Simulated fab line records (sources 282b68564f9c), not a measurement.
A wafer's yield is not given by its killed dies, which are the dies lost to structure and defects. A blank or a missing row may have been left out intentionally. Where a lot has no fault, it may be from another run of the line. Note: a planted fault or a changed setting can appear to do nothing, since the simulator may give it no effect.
Which tool was responsible?    flow rit_cmos    7 lots with 21 wafers sampled at 2 steps, on a route of 202 steps

WHAT THE GAUGES READ, wafer by wafer
RIT_FOX1_THK_MEAS_01.
lot   measured     on             FOX1_OXIDE_THK (nm)
L870  day 1 23:44  film_metro-04  355 355 357
L872  day 2 11:36  film_metro-03  352 354 353
L874  day 2 19:57  film_metro-01  340 348 346
L880  day 4 00:18  film_metro-04  338 343 344
L882  day 4 10:53  film_metro-03  385 385 383
L887  day 5 11:37  film_metro-03  396 393 388
L890  day 6 01:56  film_metro-04  352 346 346

EACH LOT AND THE TOOL THAT RAN IT (in order: tool; ch and the chambers of the sampled wafers; start)
lot   RIT_FOX1_OXIDATION_00
L870  furnace-01 ch 0, day 1 22:25
L872  furnace-04 ch 0, day 2 10:16
L874  furnace-02 ch 0, day 2 18:37
L880  furnace-01 ch 0, day 3 22:58
L882  furnace-01 ch 0, day 4 09:35
L887  furnace-01 ch 0, day 5 10:18
L890  furnace-02 ch 0, day 6 00:38
- RIT_FOX1_OXIDATION_00: target thk 350.7 nm, ox time 1130 s.

THE ANSWER, worked out from the rows above alone
Rule: usual is defined by the lots themselves. The widest of any qualifying gaps counts: lots, ordered by their means at a reading, are off when they make up no more than a third of the lots, leave a main group of 4 or more, and stand apart from it by 3 or more times the standard deviation of that group's means. Not used: any main group whose means are identical at the precision the tables above print for the reading. A lot without any number at a reading at which 4 lots or more have one is off too. All remaining lots with rows at the step are treated as sound.
Off: L882, L887, at RIT_FOX1_THK_MEAS_01 (FOX1_OXIDE_THK). The main group: mean 349 nm, standard deviation 5.2.
If a tool, at a process step before that reading, ran all the lots that are off and no sound lot after the first of them, it fits. Those tools and the gauges at RIT_FOX1_THK_MEAS_01 are tried in the same way. Can't be told from this: 2 tools fit, furnace-01 at RIT_FOX1_OXIDATION_00, film_metro-03 at RIT_FOX1_THK_MEAS_01.

WHAT THE SIMULATOR HAD INSERTED
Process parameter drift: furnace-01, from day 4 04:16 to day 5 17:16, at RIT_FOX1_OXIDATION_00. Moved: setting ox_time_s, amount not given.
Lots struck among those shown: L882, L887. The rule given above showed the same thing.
